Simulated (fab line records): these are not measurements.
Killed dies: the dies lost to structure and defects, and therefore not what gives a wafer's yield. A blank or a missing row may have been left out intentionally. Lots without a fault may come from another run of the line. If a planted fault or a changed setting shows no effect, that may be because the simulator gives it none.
fab line records | flow berkeleyCmos170
record: lots: 6 | wafers: 18 | lastDay: 11
route steps=331 shown PVT@118 GATE@125 FIELD@126
lots untouched by any fault: they come from a run of this same line in which no faults occurred
startH: hours from the record's opening day to when the first of the lot's shown wafers began | waitH: hours from the lot's prior step to this one | " the same as in the row above | L1.1+2: several wafers, shown together as one row | - no value present, or no start provided | * or withheld: withheld | < > ~ a bound
route shown NAME@n: names a module that has steps shown in the file, with the first one's number in the route | usual: average and standard deviation across the fault-free wafers | same: alike in all rows | chamber/n: place in a boat | sites: readings site by site | _std_site: the values' standard deviation | _edge_site: outer sites' mean less inner sites' | radiusMm: for every site, how far away it sits from the centre of the wafer | mask NAME#n: copy n | behind: the most recent tool/chamber to have shaped the wafer | hold: what put the lot on hold/how long, in hours/how the hold closed | device: which transistor (n, p or np) failed to switch | end of line: tests run on the same wafers once the route is complete | for a step that has no rows: nothing shown but its recipe | killed: dies that structure and defects cost at the first sort, which is not the same as the wafer's yield | map: per-die view of a wafer (x killed, . not killed, _ where there is no die)
set.NAME: setting as actually run; set.NAME@STEP: the setting as run at that earlier step | model.NAME: the simulator's own value behind a step, which no gauge read
lots seen at some steps along the route; tables by step, rows by wafer
services: from which hour (startH, from the record's first day; less than 0 if before it) a tool's chamber was out of use, for how many hours, and why
== steps ==
step: UCB170_PVT_EXPOSE_03
recipe: maskId: NWELL | targetCdNm: 3000 | na: 0.5 | sigmaOuter: 0.6 | sourceShape: conventional | doseMj: 30
step: UCB170_PVT_PEB_04
recipe: pebTempC: 130 | pebTimeS: withheld | resist: KrF
step: UCB170_PVT_DEVELOP_05
recipe: developer: TMAH | developTimeS: 45 | resist: KrF | devTempC: 21
step: UCB170_PVT_OVL_MEAS_06
usual: PVT_OVL: 2/6.8
lot.wafer | tool       | chamber | startH | waitH | PVT_OVL[nm]
L766.1    | overlay-02 | -       | 106.54 | -     | -13
L766.2    | "          | -       | "      | "     | 4
L766.5    | "          | -       | "      | "     | 0
L767.2    | overlay-02 | -       | 111.13 | -     | 0
L767.3    | "          | -       | "      | "     | 16
L767.4    | "          | -       | "      | "     | 9
L771.2    | overlay-01 | -       | 128.85 | -     | 4
L771.4    | "          | -       | "      | "     | 2
L771.5    | "          | -       | "      | "     | 6
L774.2    | overlay-02 | -       | 144.45 | -     | 2
L774.3    | "          | -       | "      | "     | 3
L774.6    | "          | -       | "      | "     | -6
L781.1    | overlay-01 | -       | 188.37 | -     | 5
L781.2    | "          | -       | "      | "     | 5
L781.3    | "          | -       | "      | "     | 5
L787.1    | overlay-01 | -       | 215.18 | -     | -3
L787.2    | "          | -       | "      | "     | 9
L787.6    | "          | -       | "      | "     | 7
step: UCB170_PVT_IMPLANT_07
recipe: species: P | doseCm2: 2.022e+12 | energyKev: 30 | tiltDeg: 7
step: UCB170_PVT_STRIP_08
recipe: chemistry: O2 | powerW: 400 | pressureMtorr: 3500 | platenTempC: withheld | o2FlowSccm: 400 | overashFraction: 0.5
usual: drypumpMotorCurrentA: 6.0/0.43 | oesProductAu: 0.735/0.0043 | stripTimeToEndpointS: 21.64/0.063
lot.wafer | tool           | chamber | startH | waitH | drypumpMotorCurrentA | oesProductAu | rfHoursCounterH | stripTimeToEndpointS
L766.1    | plasmaAsher-01 | 1       | 106.73 | 0.1   | 6.6                  | 0.729        | 27              | 21.59
L766.2    | "              | 0       | "      | "     | 5.3                  | 0.746        | 27              | 21.69
L766.5    | "              | 0       | "      | "     | 5.3                  | 0.733        | -               | 21.68
L767.2    | plasmaAsher-02 | 0       | 111.31 | 0.1   | 5.7                  | 0.736        | 43              | 21.60
L767.3    | "              | 1       | "      | "     | 5.8                  | 0.738        | -               | 21.64
L767.4    | "              | 0       | "      | "     | 5.7                  | 0.733        | -               | 21.56
L771.2    | plasmaAsher-04 | 1       | 129.03 | 0.1   | 5.9                  | 0.734        | 1               | 21.67
L771.4    | "              | 0       | "      | "     | 6.6                  | 0.732        | -               | 21.56
L771.5    | "              | 1       | "      | "     | 5.9                  | 0.738        | -               | 21.60
L774.2    | plasmaAsher-02 | 1       | 144.63 | 0.1   | 5.8                  | 0.735        | 47              | 21.68
L774.3    | "              | 1       | "      | "     | 5.8                  | 0.735        | -               | 21.63
L774.6    | "              | 1       | "      | "     | 5.8                  | 0.736        | -               | 21.64
L781.1    | plasmaAsher-04 | 1       | 188.56 | 0.1   | 5.9                  | 0.734        | 8               | 21.63
L781.2    | "              | 0       | "      | "     | 6.6                  | 0.745        | 8               | 21.57
L781.3    | "              | 1       | "      | "     | 5.9                  | 0.738        | -               | 21.60
L787.1    | plasmaAsher-01 | 1       | 215.37 | 0.1   | 6.5                  | 0.731        | 36              | 21.56
L787.2    | "              | 0       | "      | "     | 5.3                  | 0.737        | 36              | 21.59
L787.6    | "              | 1       | "      | "     | 6.5                  | 0.734        | -               | 21.66
step: UCB170_PVT_TW_MEAS_09
usual: PVT_TW: 510/3.8
lot.wafer | tool         | chamber | startH | waitH | PVT_TW
L766.1    | filmMetro-02 | -       | 106.83 | 0.1   | 511
L766.2    | "            | -       | "      | "     | 512
L766.5    | "            | -       | "      | "     | 509
L767.2    | filmMetro-04 | -       | 111.42 | 0.1   | 508
L767.3    | "            | -       | "      | "     | 511
L767.4    | "            | -       | "      | "     | 507
L771.2    | filmMetro-03 | -       | 129.14 | 0.1   | 514
L771.4    | "            | -       | "      | "     | 511
L771.5    | "            | -       | "      | "     | 509
L774.2    | filmMetro-04 | -       | 144.74 | 0.1   | 509
L774.3    | "            | -       | "      | "     | 506
L774.6    | "            | -       | "      | "     | 507
L781.1    | filmMetro-04 | -       | 188.66 | 0.1   | 508
L781.2    | "            | -       | "      | "     | 505
L781.3    | "            | -       | "      | "     | 507
L787.1    | filmMetro-03 | -       | 215.47 | 0.1   | 513
L787.2    | "            | -       | "      | "     | 512
L787.6    | "            | -       | "      | "     | 515
step: UCB170_GATE_WET_ETCH_00
recipe: chemistry: dHF | dilution: 25:1 | target: SiO2 | tempC: 25 | timeS: 200
step: UCB170_FIELD_THK_MEAS_91
recipe: reads: SiO2_of_FIELD_OXIDATION_01
usual: FIELD_OXIDE_LEFT_2_THK: 347/9.5
lot.wafer | tool         | chamber | startH | waitH | FIELD_OXIDE_LEFT_2_THK[nm]
L766.1    | filmMetro-03 | -       | 106.96 | 0.0   | 346
L766.2    | "            | -       | "      | "     | 360
L766.5    | "            | -       | "      | "     | 359
L767.2    | filmMetro-02 | -       | 111.54 | 0.0   | 331
L767.3    | "            | -       | "      | "     | 334
L767.4    | "            | -       | "      | "     | 326
L771.2    | filmMetro-03 | -       | 129.26 | 0.0   | 350
L771.4    | "            | -       | "      | "     | 341
L771.5    | "            | -       | "      | "     | 349
L774.2    | filmMetro-03 | -       | 144.86 | 0.0   | 353
L774.3    | "            | -       | "      | "     | 336
L774.6    | "            | -       | "      | "     | 341
L781.1    | filmMetro-02 | -       | 188.78 | 0.0   | 351
L781.2    | "            | -       | "      | "     | 344
L781.3    | "            | -       | "      | "     | 348
L787.1    | filmMetro-04 | -       | 215.60 | 0.0   | 341
L787.2    | "            | -       | "      | "     | 338
L787.6    | "            | -       | "      | "     | 351
step: UCB170_GATE_OXIDATION_01
recipe: tempC: 850 | ambient: O2 | targetThkA: 66 | oxTimeS: 1800
step: UCB170_GATE_THK_MEAS_02
recipe: reads: SiO2_of_GATE_OXIDATION_01
usual: GATE_OXIDE_THK: 6.58/0.12
lot.wafer | tool         | chamber | startH | waitH | GATE_OXIDE_THK[nm]
L766.1    | filmMetro-01 | -       | 109.01 | 0.0   | 6.50
L766.2    | "            | -       | "      | "     | 6.43
L766.5    | "            | -       | "      | "     | 6.55
L767.2    | filmMetro-02 | -       | 116.73 | 0.0   | 6.56
L767.3    | "            | -       | "      | "     | 6.58
L767.4    | "            | -       | "      | "     | 6.63
L771.2    | filmMetro-02 | -       | 134.11 | 0.0   | 6.21
L771.4    | "            | -       | "      | "     | 6.32
L771.5    | "            | -       | "      | "     | 6.28
L774.2    | filmMetro-03 | -       | 149.63 | 0.0   | 6.63
L774.3    | "            | -       | "      | "     | 6.56
L774.6    | "            | -       | "      | "     | 6.57
L781.1    | filmMetro-02 | -       | 192.38 | 0.0   | 6.56
L781.2    | "            | -       | "      | "     | 6.58
L781.3    | "            | -       | "      | "     | 6.66
L787.1    | filmMetro-02 | -       | 219.37 | 0.0   | 6.47
L787.2    | "            | -       | "      | "     | 6.57
L787.6    | "            | -       | "      | "     | 6.48
step: UCB170_GATE_ANNEAL_03
recipe: tempC: 900 | timeS: 1800 | ambient: N2
step: UCB170_GATE_CVD_04
recipe: material: poly-Si | tempC: 610 | precursor: SiH4 | timeS: 1440 | pressureMtorr: 375 | targetThkNm: 214 | sih4FlowSccm: 120
usual: zonePowerCentrePct: 25.7/0.68
lot.wafer | tool     | chamber | startH | waitH | zonePowerCentrePct
L766.1    | lpcvd-01 | 1       | 114.88 | 0.9   | 25.9
L766.2    | "        | 1       | "      | "     | 25.5
L766.5    | "        | 1       | "      | "     | 25.6
L767.2    | lpcvd-02 | 1       | 124.07 | 1.9   | 26.7
L767.3    | "        | 1       | "      | "     | 26.7
L767.4    | "        | 1       | "      | "     | 26.8
L771.2    | lpcvd-01 | 1       | 139.10 | 0.0   | 25.9
L771.4    | "        | 1       | "      | "     | 26.1
L771.5    | "        | 1       | "      | "     | 26.1
L771.2    | lpcvd-01 | 1       | 140.67 | 0.2   | 25.9
L771.4    | "        | 1       | "      | "     | 25.6
L771.5    | "        | 1       | "      | "     | 25.7
L774.2    | lpcvd-01 | 1       | 153.66 | 0.9   | 25.1
L774.3    | "        | 1       | "      | "     | 25.3
L774.6    | "        | 1       | "      | "     | 25.5
L774.2    | lpcvd-01 | 1       | 156.87 | 1.8   | 25.5
L774.3    | "        | 1       | "      | "     | 25.9
L774.6    | "        | 1       | "      | "     | 25.6
L781.1    | lpcvd-01 | 1       | 197.05 | 0.6   | 25.6
L781.2    | "        | 1       | "      | "     | 25.1
L781.3    | "        | 1       | "      | "     | 25.7
L787.1    | lpcvd-01 | 0       | 224.28 | 0.3   | 25.0
L787.2    | "        | 0       | "      | "     | 25.2
L787.6    | "        | 0       | "      | "     | 24.9
step: UCB170_GATE_THK_MEAS_05
recipe: reads: poly-Si_of_GATE_CVD_04
usual: GATE_POLY_THK: 214.9/2
lot.wafer | tool         | chamber | startH | waitH | GATE_POLY_THK[nm]
L766.1    | filmMetro-03 | -       | 116.28 | 0.0   | 216.6
L766.2    | "            | -       | "      | "     | 216.6
L766.5    | "            | -       | "      | "     | 214.9
L767.2    | filmMetro-03 | -       | 125.48 | 0.0   | 212.2
L767.3    | "            | -       | "      | "     | 212.3
L767.4    | "            | -       | "      | "     | 212.5
L771.2    | filmMetro-02 | -       | 142.19 | 0.1   | 427.6
L771.4    | "            | -       | "      | "     | 429.8
L771.5    | "            | -       | "      | "     | 431.0
L774.2    | filmMetro-03 | -       | 158.28 | 0.0   | 425.9
L774.3    | "            | -       | "      | "     | 426.6
L774.6    | "            | -       | "      | "     | 424.1
L781.1    | filmMetro-03 | -       | 198.45 | 0.0   | 216.9
L781.2    | "            | -       | "      | "     | 217.4
L781.3    | "            | -       | "      | "     | 217.1
L787.1    | filmMetro-02 | -       | 225.68 | 0.0   | 216.9
L787.2    | "            | -       | "      | "     | 216.6
L787.6    | "            | -       | "      | "     | 216.2
step: UCB170_GATE_COAT_06
recipe: resist: BARC | tempC: withheld | timeS: withheld | spinRpm: 3000 | resistThkNm: withheld
step: UCB170_GATE_COAT_07
recipe: resist: KrF | spinRpm: 1500 | resistThkNm: 900
step: UCB170_GATE_SOFTBAKE_08
recipe: resist: KrF | tempC: 130 | timeS: 60
step: UCB170_GATE_EXPOSE_09
recipe: maskId: POLY | targetCdNm: 350 | na: 0.5 | sigmaOuter: 0.6 | sourceShape: conventional | doseMj: 21
step: UCB170_GATE_PEB_10
recipe: pebTempC: 130 | pebTimeS: withheld | resist: KrF
step: UCB170_GATE_DEVELOP_11
recipe: developer: TMAH | developTimeS: 45 | resist: KrF | devTempC: 21
step: UCB170_GATE_CD_MEAS_12
recipe: targetCdNm: 350
usual: cdNm: 350.1/1.5
lot.wafer | tool     | chamber | startH | waitH | cdNm
L766.1    | cdSem-01 | -       | 117.42 | -     | 349.4
L766.2    | "        | -       | "      | "     | 348.7
L766.5    | "        | -       | "      | "     | 348.1
L767.2    | cdSem-01 | -       | 126.74 | -     | 350.4
L767.3    | "        | -       | "      | "     | 350.2
L767.4    | "        | -       | "      | "     | 349.2
L771.2    | cdSem-02 | -       | 143.48 | -     | 350.4
L771.4    | "        | -       | "      | "     | 349.0
L771.5    | "        | -       | "      | "     | 349.9
L774.2    | cdSem-01 | -       | 159.27 | -     | 348.1
L774.3    | "        | -       | "      | "     | 349.2
L774.6    | "        | -       | "      | "     | 349.9
L781.1    | cdSem-01 | -       | 200.24 | -     | 347.4
L781.2    | "        | -       | "      | "     | 349.7
L781.3    | "        | -       | "      | "     | 350.0
L787.1    | cdSem-01 | -       | 227.26 | -     | 350.2
L787.2    | "        | -       | "      | "     | 350.8
L787.6    | "        | -       | "      | "     | 349.9
step: UCB170_GATE_OVL_MEAS_13
usual: GATE_OVL: -2/5.7
lot.wafer | tool       | chamber | startH | waitH | GATE_OVL[nm]
L766.1    | overlay-02 | -       | 117.54 | 0.1   | 3
L766.2    | "          | -       | "      | "     | -13
L766.5    | "          | -       | "      | "     | 2
L767.2    | overlay-02 | -       | 126.84 | 0.1   | -11
L767.3    | "          | -       | "      | "     | -3
L767.4    | "          | -       | "      | "     | -6
L771.2    | overlay-02 | -       | 143.59 | 0.1   | 10
L771.4    | "          | -       | "      | "     | 8
L771.5    | "          | -       | "      | "     | 3
L774.2    | overlay-02 | -       | 159.37 | 0.1   | -7
L774.3    | "          | -       | "      | "     | 3
L774.6    | "          | -       | "      | "     | -3
L781.1    | overlay-02 | -       | 200.36 | 0.1   | -8
L781.2    | "          | -       | "      | "     | -4
L781.3    | "          | -       | "      | "     | -7
L787.1    | overlay-01 | -       | 227.38 | 0.1   | -2
L787.2    | "          | -       | "      | "     | -13
L787.6    | "          | -       | "      | "     | -14
step: UCB170_GATE_ETCH_14
recipe: chemistry: N2/H2 | targetDepthA: withheld | overetchA: withheld | target: BARC | timeS: withheld | sourceW: 500 | biasW: 100 | pressureMtorr: 30 | n2FlowSccm: 100 | h2FlowSccm: 200
usual: drypumpMotorCurrentA: 5.9/0.41 | oesProductAu: 1.007/0.018 | throttleValvePct: 13.34/0.25
lot.wafer | tool       | chamber | startH | waitH | drypumpMotorCurrentA | oesProductAu | throttleValvePct
L766.1    | rieDiel-04 | 1       | 117.58 | 0.0   | 6.1                  | 1.014        | 13.15
L766.2    | "          | 0       | "      | "     | 5.3                  | 1.020        | 13.46
L766.5    | "          | 1       | "      | "     | 6.1                  | 1.008        | 13.17
L767.2    | rieDiel-02 | 3       | 126.87 | 0.0   | 6.0                  | 0.992        | 13.44
L767.3    | "          | 2       | "      | "     | 5.5                  | 1.017        | 13.43
L767.4    | "          | 1       | "      | "     | 5.8                  | 0.982        | 13.44
L771.2    | rieDiel-01 | 3       | 143.62 | 0.0   | 6.1                  | 0.980        | 13.63
L771.4    | "          | 2       | "      | "     | 5.6                  | 0.993        | 13.57
L771.5    | "          | 3       | "      | "     | 6.0                  | 0.986        | 13.62
L774.2    | rieDiel-04 | 1       | 159.40 | 0.0   | 6.1                  | 1.011        | 13.17
L774.3    | "          | 2       | "      | "     | 5.8                  | 1.005        | 12.86
L774.6    | "          | 2       | "      | "     | 5.8                  | 1.009        | 12.86
L781.1    | rieDiel-04 | 3       | 200.40 | 0.0   | 6.8                  | 1.010        | 13.02
L781.2    | "          | 0       | "      | "     | 5.3                  | 1.029        | 13.45
L781.3    | "          | 2       | "      | "     | 5.8                  | 0.996        | 12.87
L787.1    | rieDiel-01 | 3       | 227.42 | 0.0   | 6.1                  | 0.988        | 13.63
L787.2    | "          | 1       | "      | "     | 5.8                  | 0.990        | 13.63
L787.6    | "          | 0       | "      | "     | 5.6                  | 1.013        | 13.22
step: UCB170_GATE_ETCH_15
recipe: chemistry: HBr/Cl2 | target: poly-Si | stopOn: SiO2 | overEtchFrac: 0.3 | icpW: 300 | biasW: 150 | timeS: 56.3 | pressureMtorr: 15 | HBr_flow_sccm: 150 | Cl2_flow_sccm: 50 | targetDepthA: 2782
usual: drypumpMotorCurrentA: 5.7/0.36 | oesProductAu: 0.836/0.012 | throttleValvePct: 26.4/0.32
lot.wafer | tool     | chamber | startH | waitH | drypumpMotorCurrentA | oesProductAu | rfHoursCounterH | throttleValvePct | model.etch.depthNm | model.GATE.featureDepthNm
L766.1    | rieSi-01 | 0       | 117.62 | -     | 5.8                  | 0.857        | 0               | 26.6             | 216.6              | 216.6
L766.2    | "        | 2       | "      | "     | 5.8                  | 0.853        | 0               | 26.5             | 216.7              | 216.7
L766.5    | "        | 1       | "      | "     | 5.7                  | 0.837        | -               | 26.9             | 214.8              | 214.8
L767.2    | rieSi-01 | 3       | 126.91 | -     | 5.4                  | 0.823        | 106             | 26.7             | 212.2              | 212.2
L767.3    | "        | 2       | "      | "     | 5.8                  | 0.845        | 0               | 26.5             | 212.4              | 212.4
L767.4    | "        | 1       | "      | "     | 5.7                  | 0.827        | 116             | 26.9             | 212.4              | 212.4
L771.2    | rieSi-02 | 3       | 143.66 | -     | 5.4                  | 1.013        | 1               | 26.6             | 286.7              | 286.7
L771.4    | "        | 1       | "      | "     | 6.5                  | 0.991        | 32              | 26.0             | 275.4              | 275.4
L771.5    | "        | 0       | "      | "     | 5.2                  | 0.996        | -               | 25.9             | 279.7              | 279.7
L774.2    | rieSi-01 | 0       | 159.45 | -     | 5.8                  | 1.042        | 0               | 26.6             | 288.5              | 288.5
L774.3    | "        | 1       | "      | "     | 5.7                  | 0.993        | 116             | 26.9             | 274.2              | 274.2
L774.6    | "        | 0       | "      | "     | 5.8                  | 1.053        | -               | 26.6             | 290.3              | 290.3
L781.1    | rieSi-01 | 2       | 200.44 | -     | 5.8                  | 0.846        | 1               | 26.5             | 217                | 217
L781.2    | "        | 0       | "      | "     | 5.9                  | 0.851        | 0               | 26.6             | 217.3              | 217.3
L781.3    | "        | 3       | "      | "     | 5.4                  | 0.832        | 106             | 26.7             | 217                | 217
L787.1    | rieSi-01 | 2       | 227.46 | -     | 5.9                  | 0.841        | 1               | 26.5             | 216.8              | 216.8
L787.2    | "        | 1       | "      | "     | 5.7                  | 0.829        | 0               | 27.1             | 216.6              | 216.6
L787.6    | "        | 2       | "      | "     | 5.8                  | 0.861        | -               | 26.5             | 216.2              | 216.2
step: UCB170_GATE_STRIP_16
recipe: chemistry: O2 | powerW: 400 | pressureMtorr: 3500 | platenTempC: withheld | o2FlowSccm: 400 | overashFraction: 0.5
usual: drypumpMotorCurrentA: 5.8/0.39 | oesProductAu: 0.724/0.0046
lot.wafer | tool           | chamber | startH | waitH | drypumpMotorCurrentA | oesProductAu | rfHoursCounterH | model.poly-Si_of_GATE_CVD_04.thkNm
L766.1    | plasmaAsher-02 | 1       | 117.67 | 0.0   | 5.7                  | 0.721        | 44              | 216.2
L766.2    | "              | 0       | "      | "     | 5.6                  | 0.722        | 44              | 216.4
L766.5    | "              | 1       | "      | "     | 5.7                  | 0.724        | -               | 214.5
L767.2    | plasmaAsher-02 | 0       | 126.96 | 0.0   | 5.6                  | 0.730        | 44              | 211.8
L767.3    | "              | 1       | "      | "     | 5.8                  | 0.724        | -               | 212
L767.4    | "              | 0       | "      | "     | 5.6                  | 0.729        | -               | 212
L771.2    | plasmaAsher-03 | 0       | 143.71 | 0.0   | 5.5                  | 0.724        | 44              | 427.3
L771.4    | "              | 0       | "      | "     | 5.5                  | 0.726        | -               | 429.7
L771.5    | "              | 1       | "      | "     | 5.4                  | 0.722        | -               | 430.4
L774.2    | plasmaAsher-04 | 1       | 159.49 | 0.0   | 5.9                  | 0.727        | 4               | 426
L774.3    | "              | 1       | "      | "     | 5.9                  | 0.726        | -               | 426.3
L774.6    | "              | 1       | "      | "     | 5.9                  | 0.716        | -               | 423.8
L781.1    | plasmaAsher-04 | 1       | 200.49 | 0.0   | 5.9                  | 0.723        | 10              | 216.6
L781.2    | "              | 0       | "      | "     | 6.6                  | 0.720        | 10              | 216.9
L781.3    | "              | 1       | "      | "     | 5.9                  | 0.725        | -               | 216.6
L787.1    | plasmaAsher-02 | 0       | 227.51 | 0.0   | 5.7                  | 0.724        | 57              | 216.5
L787.2    | "              | 1       | "      | "     | 5.8                  | 0.728        | 57              | 216.2
L787.6    | "              | 0       | "      | "     | 5.6                  | 0.726        | -               | 215.9
step: UCB170_GATE_CD_MEAS_90
recipe: targetCdNm: 350
usual: cdNm: 350.1/1.6
lot.wafer | tool     | chamber | startH | waitH | cdNm
L766.1    | cdSem-01 | -       | 117.77 | 0.1   | 348.4
L766.2    | "        | -       | "      | "     | 347.5
L766.5    | "        | -       | "      | "     | 347.4
L767.2    | cdSem-02 | -       | 127.08 | 0.1   | 350.4
L767.3    | "        | -       | "      | "     | 349.2
L767.4    | "        | -       | "      | "     | 349.5
L771.2    | cdSem-01 | -       | 143.83 | 0.1   | 350.8
L771.4    | "        | -       | "      | "     | 349.4
L771.5    | "        | -       | "      | "     | 349.6
L774.2    | cdSem-01 | -       | 159.84 | 0.3   | 347.4
L774.3    | "        | -       | "      | "     | 349.4
L774.6    | "        | -       | "      | "     | 350.1
L781.1    | cdSem-01 | -       | 200.59 | 0.1   | 347.6
L781.2    | "        | -       | "      | "     | 348.3
L781.3    | "        | -       | "      | "     | 349.5
L787.1    | cdSem-01 | -       | 227.74 | 0.2   | 350.6
L787.2    | "        | -       | "      | "     | 351.4
L787.6    | "        | -       | "      | "     | 349.7
== services ==
tool           | chamber | startH | hours | kind
rieSi-01       | 0       | 90.98  | -     | clean
rieSi-01       | 0       | 90.98  | 15.7  | scheduledDown
rieSi-01       | 0       | 90.98  | 15.7  | ventCycle
rieDiel-02     | 3       | 105.18 | 4.4   | repair
plasmaAsher-04 | -       | 108.75 | 9.0   | pm
plasmaAsher-04 | 0       | 108.75 | 9.0   | ventCycle
plasmaAsher-04 | 1       | 108.75 | 9.0   | ventCycle
rieSi-02       | -       | 112.54 | 14.6  | pm
lpcvd-02       | -       | 118.07 | 6.0   | pm
rieDiel-04     | 3       | 118.72 | 8.6   | repair
rieDiel-04     | 1       | 125.42 | 4.4   | repair
plasmaAsher-01 | -       | 136.96 | 20.3  | repair
plasmaAsher-04 | -       | 140.63 | 4.3   | repair
plasmaAsher-01 | -       | 158.26 | 15.6  | pm
rieDiel-01     | 0       | 160.23 | 2.5   | repair
rieDiel-02     | 3       | 165.03 | 11.4  | repair
rieDiel-02     | 0       | 179.02 | 21.5  | repair
rieSi-01       | 1       | 191.18 | -     | clean
rieSi-01       | 1       | 191.18 | 19.6  | scheduledDown
rieSi-01       | 1       | 191.18 | 19.6  | ventCycle
rieSi-01       | 2       | 191.64 | 8.0   | repair
rieDiel-01     | -       | 206.76 | 0.9   | repair
rieDiel-01     | -       | 210.06 | 2.8   | pm
rieSi-01       | -       | 216.44 | 0.1   | repair
== key ==
firstSign: step: UCB170_GATE_CVD_04 | reading: visit | direction: added
effect: step: UCB170_GATE_THK_MEAS_05 | reading: GATE_POLY_THK | direction: up | sigmas: 99+ | usual: 214.9 | struck: 427.5
effect: step: UCB170_GATE_ETCH_15 | reading: oesProductAu | direction: up | sigmas: 15 | usual: 0.836 | struck: 1.015
modelEffect: step: UCB170_GATE_ETCH_15 | value: etch.depthNm | without: 214.7 | struck: 282.5
modelEffect: step: UCB170_GATE_STRIP_16 | value: poly-Si_of_GATE_CVD_04.thkNm | without: 214.3 | struck: 427.2
metAt UCB170_GATE_CVD_04
struckWafers L771.2,L771.4,L771.5,L774.2,L774.3,L774.6
laterRowsLeftOut L771.2,L771.4,L771.5,L774.2,L774.3,L774.6
sortLeftOut L771.2,L771.4,L771.5,L774.2,L774.3,L774.6
testerLeftOut L771,L774
fault: kind: repeatedStepWhole | tool: lpcvd-01,lpcvd-02 | chamber: - | onsetH: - | steps: UCB170_GATE_CVD_04 | times: 1 | scope: struckLotsOnly
testerLeftOut: of these lots the tester's yield and bins aren't shown, on N5 and GAA mostly nor the transistor test; their killed dies are dies lost to structure and defects alone, not to doping, threshold or leakage, so they don't give the yield
sortLeftOut: the simulated sort isn't trusted on such a fault, so these wafers' sort isn't shown, and their yield isn't known
laterRowsLeftOut: the simulator's readings of these wafers behind a module that went badly wrong aren't trusted and aren't shown, but for the sort
